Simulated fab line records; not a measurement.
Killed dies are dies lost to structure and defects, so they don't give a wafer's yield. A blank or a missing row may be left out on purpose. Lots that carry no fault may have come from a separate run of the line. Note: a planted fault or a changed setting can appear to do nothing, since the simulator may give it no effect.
fab line records | flow rit_cmos
[record] lots = 6 wafers = 18 last_day = 7
route steps=202 shown NWELL@36 PWELL@39 M1@202
lots that met no fault: from a run of the same line without faults
start_h: start of the lot's first displayed wafer, in hours after the record's first day | wait_h: time in hours since the lot's previous step | " the same as in the row above | L1.1+2: a row that stands for several wafers | - value missing, or start not given | * or withheld: withheld | < > ~ a bound
route shown NAME@n: names a module that has steps shown in the file, with the first one's number in the route | usual: the fault-free wafers' mean and standard deviation | same: alike in all rows | chamber/n: place in a boat | sites: readings site by site | _std_site: standard deviation of those values | _edge_site: the outer-site mean with the inner-site mean subtracted | radius_mm: for every site, how far away it sits from the centre of the wafer | mask NAME#n: copy n | behind: the most recent tool/chamber to have shaped the wafer | hold: the reason the lot was held/the length of the hold in hours/how it ended | device: transistor that didn't switch, given as n, p or np | end of line: the same wafers' tests at the end of the route | a step given without rows: its recipe and nothing more | killed: dies lost to structure and defects at the first sort, not the wafer's yield | map: shows each die of a wafer: x if killed, . if not, _ if none is there
set.NAME: the setting the step ran with; set.NAME@STEP: the setting that earlier step ran with | model.NAME: the simulator's own value behind a step, which no gauge read
lots at some steps of the route; a table a step, a row a wafer
services: from which hour (start_h, from the record's first day; less than 0 if before it) a tool's chamber was out of use, for how many hours, and why
[[steps]]
[step RIT_NWELL_IMPLANT_08]
[recipe] species = P energy_kev = 170 dose_cm2 = 4.905e+13 tilt_deg = 7
[step RIT_NWELL_STRIP_09]
[recipe] chemistry = O2 time_s = 180 resist = NOVOLAK platen_temp_c = withheld power_w = 500 pressure_mtorr = 4000 o2_flow_sccm = 4000
[usual] drypump_motor_current_A = 5.5/0.38 o2_flow_sccm = 4001/13
[same] time_s = 180
// columns lot.wafer tool chamber start_h wait_h drypump_motor_current_A o2_flow_sccm rf_hours_counter_h
L893.2 plasma_asher-01 0 30.77 0.1 5.1 4008 39
L893.4 " 1 " " 5.9 4011 -
L893.6 " 0 " " 5.1 3994 -
L894.3 plasma_asher-03 1 35.89 0.1 6.0 4000 -
L894.4 " 0 " " 5.0 4000 -
L894.5 " 0 " " 5.0 3996 -
L904.1 plasma_asher-03 0 85.83 0.1 5.0 4015 42
L904.3 " 1 " " 6.0 3991 -
L904.6 " 1 " " 6.0 4002 -
L905.4 plasma_asher-01 1 91.45 0.1 6.0 3997 -
L905.5 " 1 " " 5.9 3980 -
L905.6 " 0 " " 5.1 3996 -
L913.1 plasma_asher-01 0 133.27 0.1 5.1 4004 51
L913.2 " 1 " " 5.9 4042 51
L913.4 " 1 " " 5.9 4012 -
L914.2 plasma_asher-02 1 137.96 0.1 5.7 4009 33
L914.3 " 1 " " 5.7 3999 -
L914.4 " 0 " " 5.6 3987 -
[step RIT_NWELL_TW_MEAS_10]
[usual] NWELL_TW = 2124/21
// columns lot.wafer tool chamber start_h wait_h NWELL_TW
L893.2 film_metro-02 - 30.96 0.1 2128
L893.4 " - " " 2115
L893.6 " - " " 2140
L894.3 film_metro-03 - 36.02 0.1 2087
L894.4 " - " " 2103
L894.5 " - " " 2115
L904.1 film_metro-03 - 86.01 0.1 2096
L904.3 " - " " 2099
L904.6 " - " " 2102
L905.4 film_metro-04 - 91.60 0.1 2156
L905.5 " - " " 2148
L905.6 " - " " 2150
L913.1 film_metro-03 - 133.45 0.1 2107
L913.2 " - " " 2085
L913.4 " - " " 2100
L914.2 film_metro-02 - 138.14 0.1 2130
L914.3 " - " " 2123
L914.4 " - " " 2119
[step RIT_PWELL_HMDS_00]
[recipe] prime_time_s = 60 prime_temp_c = 140
[step RIT_PWELL_COAT_01]
[recipe] resist = NOVOLAK spin_rpm = 2000 resist_thk_nm = 1300
[step RIT_PWELL_SOFTBAKE_02]
[recipe] resist = NOVOLAK temp_c = 90 time_s = 60
[step RIT_PWELL_EXPOSE_03]
[recipe] mask_id = M3 na = 0.57 target_cd_nm = 43700 dose_mj = 250
[step RIT_PWELL_PEB_04]
[recipe] resist = NOVOLAK temp_c = withheld time_s = withheld
[step RIT_PWELL_DEVELOP_05]
[recipe] resist = NOVOLAK develop_time_s = 70.64 dev_temp_c = 23
[step RIT_PWELL_OVL_MEAS_06]
[usual] PWELL_OVL = -0.9/1.2
// columns lot.wafer tool chamber start_h wait_h PWELL_OVL[nm]
L893.2 overlay-01 - 32.29 - -2.1
L893.4 " - " " -1.3
L893.6 " - " " -2.2
L894.3 overlay-01 - 37.08 - 0.9
L894.4 " - " " -2.1
L894.5 " - " " 0.3
L904.1 overlay-01 - 86.96 - -0.8
L904.3 " - " " -2.5
L904.6 " - " " -2.8
L905.4 overlay-01 - 92.65 - -2.0
L905.5 " - " " 0.2
L905.6 " - " " -0.4
L913.1 overlay-02 - 134.51 - -0.5
L913.2 " - " " -1.3
L913.4 " - " " 2.5
L914.2 overlay-02 - 139.20 - -0.2
L914.3 " - " " 0.0
L914.4 " - " " -0.6
[step RIT_PWELL_HARDBAKE_07]
[recipe] resist = NOVOLAK temp_c = 140 time_s = 120
[step RIT_PWELL_IMPLANT_08]
[recipe] species = B energy_kev = 170 dose_cm2 = 7e+13 tilt_deg = 7
[step RIT_PWELL_STRIP_09]
[recipe] chemistry = O2 time_s = 180 resist = NOVOLAK platen_temp_c = withheld power_w = 500 pressure_mtorr = 4000 o2_flow_sccm = 4000
[usual] drypump_motor_current_A = 5.6/0.38 o2_flow_sccm = 4005/13
[same] time_s = 180
// columns lot.wafer tool chamber start_h wait_h drypump_motor_current_A o2_flow_sccm rf_hours_counter_h
L893.2 plasma_asher-04 1 32.72 0.1 6.1 3998 39
L893.4 " 0 " " 5.0 4011 -
L893.6 " 1 " " 6.1 3994 -
L894.3 plasma_asher-01 0 37.56 0.1 5.1 4022 -
L894.4 " 1 " " 5.9 4021 -
L894.5 " 1 " " 6.0 4001 -
L904.1 plasma_asher-04 0 87.40 0.1 5.0 4805 46
L904.3 " 0 " " 5.0 4790 -
L904.6 " 0 " " 4.9 4802 -
L905.4 plasma_asher-04 0 93.13 0.1 5.0 4803 -
L905.5 " 1 " " 6.1 4792 -
L905.6 " 0 " " 5.0 4826 -
L913.1 plasma_asher-02 0 134.95 0.1 5.6 3987 33
L913.2 " 1 " " 5.7 4042 33
L913.4 " 1 " " 5.7 4017 -
L914.2 plasma_asher-02 1 139.63 0.1 5.7 3994 33
L914.3 " 0 " " 5.6 3991 -
L914.4 " 1 " " 5.7 4003 -
[step RIT_PWELL_TW_MEAS_10]
[usual] PWELL_TW = 948/8.8
// columns lot.wafer tool chamber start_h wait_h PWELL_TW
L893.2 film_metro-03 - 32.91 0.1 939
L893.4 " - " " 935
L893.6 " - " " 936
L894.3 film_metro-02 - 37.70 0.1 949
L894.4 " - " " 949
L894.5 " - " " 949
L904.1 film_metro-02 - 87.57 0.1 958
L904.3 " - " " 948
L904.6 " - " " 957
L905.4 film_metro-03 - 93.27 0.1 939
L905.5 " - " " 941
L905.6 " - " " 941
L913.1 film_metro-03 - 135.12 0.1 939
L913.2 " - " " 933
L913.4 " - " " 932
L914.2 film_metro-03 - 139.82 0.1 936
L914.3 " - " " 937
L914.4 " - " " 937
[step RIT_M1_PROBE_99]
[usual] killed_at_contacts = 0.1/0.24 killed_at_front_end = 6.7/2.9 killed_dies = 6.8/2.9 killed_open = 3.5/1.8 killed_short = 3.3/2.1
[same] gross_dies = 264 killed_at_M0_to_M3 = 0 killed_at_M4_up = 0 killed_at_back_side = 0 killed_at_other = 0
// columns lot.wafer tool chamber start_h wait_h killed_at_contacts killed_at_front_end killed_dies killed_open killed_short
L893.2 prober-02 - 66.79 0.1 0 5 5 1 4
L893.4 prober-02 - 66.89 0.2 0 6 6 4 2
L893.6 prober-02 - 66.99 0.2 0 9 9 2 6
L894.3 prober-01 - 71.93 0.2 0 11 11 6 5
L894.4 prober-01 - 71.98 0.2 0 5 5 3 2
L894.5 prober-01 - 72.03 0.2 0 5 5 2 3
L905.4 prober-02 - 129.35 0.2 0 5 5 2 3
L905.5 prober-02 - 129.40 0.2 0 9 9 6 3
L905.6 prober-02 - 129.45 0.2 0 1 1 0 1
L913.1 prober-02 - 168.67 0.1 0 9 9 6 2
L913.2 prober-02 - 168.72 0.1 0 3 3 1 1
L913.4 prober-02 - 168.82 0.2 0 5 5 2 2
L914.2 prober-01 - 173.56 0.1 0 5 5 2 3
L914.3 prober-01 - 173.61 0.2 1 4 5 3 2
L914.4 prober-01 - 173.66 0.2 0 9 9 3 6
// killed by level:class
L893.2 FOX1:geometric_particle:short=2 REOX:geometric_particle:open=1 REOX:geometric_particle:short=1 SPACER:geometric_particle:short=1
L893.4 GATE:geometric_particle:open=2 SPACER:geometric_particle:open=2 GATE:geometric_particle:short=1 REOX:geometric_particle:short=1
L893.6 GATE:geometric_particle:short=2 SPACER:geometric_particle:short=2 FOX1:geometric_particle:short=1 REOX:geometric_particle:open=1 REOX:geometric_particle:short=1 SPACER:geometric_particle:open=1 PWELL:coat_microbubble_printed=1
L894.3 GATE:geometric_particle:open=4 REOX:geometric_particle:short=2 FOX2:geometric_particle:short=1 GATE:geometric_particle:short=1 REOX:geometric_particle:open=1 SPACER:geometric_particle:open=1 SILICIDE:geometric_particle:short=1
L894.4 GATE:geometric_particle:short=2 FOX1:geometric_particle:open=1 SPACER:geometric_particle:open=1 SILICIDE:geometric_particle:open=1
L894.5 FOX1:geometric_particle:short=1 FOX2:geometric_particle:open=1 FOX2:geometric_particle:short=1 GATE:geometric_particle:short=1 SILICIDE:geometric_particle:open=1
L905.4 GATE:geometric_particle:short=2 FOX1:geometric_particle:open=1 REOX:geometric_particle:short=1 REOX:geometric_particle:open=1
L905.5 GATE:geometric_particle:short=2 GATE:geometric_particle:open=2 SPACER:geometric_particle:open=2 REOX:geometric_particle:short=1 REOX:geometric_particle:open=1 SILICIDE:geometric_particle:open=1
L905.6 GATE:geometric_particle:short=1
L913.1 GATE:geometric_particle:open=4 FOX2:geometric_particle:open=2 FOX2:geometric_particle:short=1 SILICIDE:geometric_particle:short=1 PLDD:coat_microbubble_printed=1
L913.2 GATE:geometric_particle:short=1 SILICIDE:geometric_particle:open=1 PLDD:coat_microbubble_printed=1
L913.4 FOX1:geometric_particle:open=1 GATE:geometric_particle:short=1 GATE:geometric_particle:open=1 REOX:geometric_particle:short=1 PLDD:coat_microbubble_printed=1
L914.2 GATE:geometric_particle:short=3 GATE:geometric_particle:open=2
L914.3 FOX1:geometric_particle:short=1 GATE:geometric_particle:open=1 REOX:geometric_particle:short=1 SPACER:geometric_particle:open=1 CONTACT:geometric_particle:open=1
L914.4 GATE:geometric_particle:short=3 SPACER:geometric_particle:short=2 GATE:geometric_particle:open=1 REOX:geometric_particle:open=1 SILICIDE:geometric_particle:open=1 SILICIDE:geometric_particle:short=1
[[services]]
// columns tool chamber start_h hours kind
plasma_asher-02 - 86.70 8.5 repair
plasma_asher-02 - 108.22 1.9 repair
plasma_asher-03 - 108.75 9.0 pm
plasma_asher-03 0 108.75 9.0 vent_cycle
plasma_asher-03 1 108.75 9.0 vent_cycle
plasma_asher-01 - 115.41 1.7 repair
plasma_asher-03 0 117.75 - clean
plasma_asher-03 1 117.75 - clean
plasma_asher-04 - 119.81 1.1 repair
plasma_asher-03 - 129.50 4.1 repair
plasma_asher-03 - 135.38 6.6 repair
[[key]]
[first_sign] step = RIT_PWELL_STRIP_09 reading = o2_flow_sccm direction = up sigmas = 60 usual = 4005 struck = 4803
effect none on later readings
met_at RIT_PWELL_STRIP_09
struck_wafers L904.1,L904.3,L904.6,L905.4,L905.5,L905.6
tester_left_out L904,L905
onset_between 32.72 87.40
[fault] kind = process_parameter_drift tool = plasma_asher-04 chamber = - onset_h = 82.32 steps = RIT_PWELL_STRIP_09 channel = o2_flow_sccm offset = 800 shape = step end_h = 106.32 acts_in = these_recipes_only stated = 4000
// tester_left_out: of these lots the tester's yield and bins aren't shown, on N5 and GAA mostly nor the transistor test; their killed dies are dies lost to structure and defects alone, not to doping, threshold or leakage, so they don't give the yield
